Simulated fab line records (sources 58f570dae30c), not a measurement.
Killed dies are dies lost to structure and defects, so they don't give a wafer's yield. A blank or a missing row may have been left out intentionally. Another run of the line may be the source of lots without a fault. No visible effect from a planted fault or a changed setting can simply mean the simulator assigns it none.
A lot that was struck, set against a sound lot / flow berkeley cmos170 / 14 out of 331 route steps
Sound: these wafers, L429.1, L429.2, L429.4. The struck wafers were L436.2, L436.3, L436.5. The cause is given at the end.
For every step that has rows: the tool of each side, followed by ch and its chambers, followed by its first start. Under that, the readings that differ: sound wafers / struck wafers / difference of the means / sigmas: that difference in standard deviations of wafers without a fault.
alike: words and numbers the same on both sides, and readings whose means are apart by under 2 such deviations; not compared: readings that were withheld, readings missing a value for some wafer, numbers with overlapping values and no deviation given by the record, and bounds like >300 which may hide the same value.
The two part at a step that has a row with sigmas, a row that says differs or no value, or rows on one side only. Numbers that have no deviation but don't overlap get no sigmas and don't part them. A reading that every wafer of one side lacks parts them only if that side has two wafers or more.

first, 2 steps without rows for these wafers: UCB170_NVT_PEB_04; UCB170_NVT_DEVELOP_05 (develop time 45 s).
UCB170_NVT_OVL_MEAS_06:
  sound: overlay-01 at day 7 02:06; struck: overlay-02 at day 8 07:35
  alike: NVT_OVL
following that, these wafers have no rows for 1 step: UCB170_NVT_IMPLANT_07.
UCB170_NVT_STRIP_08: strips in O2.
  sound on plasma asher-04 ch 0,1, day 7 02:17; struck on plasma asher-03 ch 0,1, day 8 07:46
  alike: chamber pressure mTorr, drypump motor current A, oes product au, strip time to endpoint s
  not compared: rf hours counter h
UCB170_NVT_TW_MEAS_09:
  sound: film metro-03 at day 7 02:23; struck: film metro-01 at day 8 07:52
  alike: NVT_TW
then, 6 steps without rows for these wafers: UCB170_NVT_CLEAN_10 (cleans in SPM, time 600 s); UCB170_PVT_HMDS_00 (prime time 60 s); UCB170_PVT_COAT_01 (resist thk 900 nm); UCB170_PVT_SOFTBAKE_02 (time 60 s); UCB170_PVT_EXPOSE_03 (exposes mask NWELL, target cd 3000 nm); UCB170_PVT_PEB_04.
UCB170_PVT_DEVELOP_05: develop time 45 s.
  struck on litho track-04, day 8 09:00; sound on litho track-04 ch 0, day 7 04:00
  no value came back on the struck wafers for chill plate temp C (C), develop time s (s), resist line temp C (C); on the sound wafers chill plate temp C (C) reads 22.83 22.99 22.79
reading=model.KrF_of_PVT_COAT_01.thk nm (nm); sound=884 881.8 884.7; struck=900.9 902.1 903.1; difference=+18.5; sigmas=
UCB170_PVT_OVL_MEAS_06:
  sound: overlay-01 at day 7 04:27; struck: overlay-01 at day 8 09:47
reading=PVT_OVL (nm); sound=7 6 -4; struck=- - -; difference=no value on the struck wafers; sigmas=

## WHERE THEY PART
Last at UCB170_PVT_OVL_MEAS_06 as far as this record goes, first at UCB170_PVT_DEVELOP_05.

WHY: what the simulator had put in
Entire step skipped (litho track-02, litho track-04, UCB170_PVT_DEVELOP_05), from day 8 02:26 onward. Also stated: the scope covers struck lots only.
